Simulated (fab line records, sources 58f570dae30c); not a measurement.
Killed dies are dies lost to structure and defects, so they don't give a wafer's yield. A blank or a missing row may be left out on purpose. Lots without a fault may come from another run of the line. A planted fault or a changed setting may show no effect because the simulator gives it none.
Which tool did it? | flow berkeley_cmos170 | 6 lots, 18 wafers sampled, at 2 steps of a route of 331

WHAT THE GAUGES READ, wafer by wafer
UCB170_M2_RS_MEAS_02: measures by four-point-probe.
lot  | measured     | on            | M2_AL_RS (ohm/sq)
L199 | day 8 17:08  | film_metro-02 | 0.03221 0.03209 0.03226
L201 | day 9 10:43  | film_metro-02 | 0.03229 0.03235 0.03218
L203 | day 10 06:42 | film_metro-03 | 0.03244 0.03261 0.03204
L213 | day 12 06:07 | film_metro-02 | 0.03226 0.03248 0.03223
L211 | day 12 06:32 | film_metro-02 | 0.06821 0.03187 0.03208
L219 | day 13 08:04 | film_metro-04 | 0.03283 0.03266 0.03261

WHICH TOOL RAN EACH LOT (tool, then ch and the chambers of the sampled wafers, then the start)
lot  | UCB170_M2_SPUTTER_01
L199 | pvd_sputter-04, day 8 17:02
L201 | pvd_sputter-02, day 9 10:38
L203 | pvd_sputter-02, day 10 06:36
L213 | pvd_sputter-03, day 12 06:02
L211 | pvd_sputter-02, day 12 06:26
L219 | pvd_sputter-04, day 13 07:59
- UCB170_M2_SPUTTER_01: material Al, target thk 900 nm, time 120 s.

THE ANSWER, worked out from the rows above alone
Rule: what is usual is taken from the lots themselves. Put in order of their means at a reading, lots are off if they are a third of the lots or fewer, leave a main group of 4 or more, and stand apart from it by a gap of 3 or more times the standard deviation of the main group's means; of several such gaps the widest counts. A main group whose means are all the same, to the digits that the tables above print for the reading, isn't used. A lot without any number at a reading at which 4 lots or more have one is off too. The other lots that the step has rows for count as sound.
Off: L211, at UCB170_M2_RS_MEAS_02 (M2_AL_RS). The main group: mean 0.03237 ohm/sq, standard deviation 0.00018.
A tool fits if, at a process step before that reading, it ran every lot that is off, and no sound lot after the first of them. The gauges at UCB170_M2_RS_MEAS_02 are tried like those tools. Can't be told from this: 2 tools fit, pvd_sputter-02 at UCB170_M2_SPUTTER_01, film_metro-02 at UCB170_M2_RS_MEAS_02.

WHAT THE SIMULATOR HAD PUT IN
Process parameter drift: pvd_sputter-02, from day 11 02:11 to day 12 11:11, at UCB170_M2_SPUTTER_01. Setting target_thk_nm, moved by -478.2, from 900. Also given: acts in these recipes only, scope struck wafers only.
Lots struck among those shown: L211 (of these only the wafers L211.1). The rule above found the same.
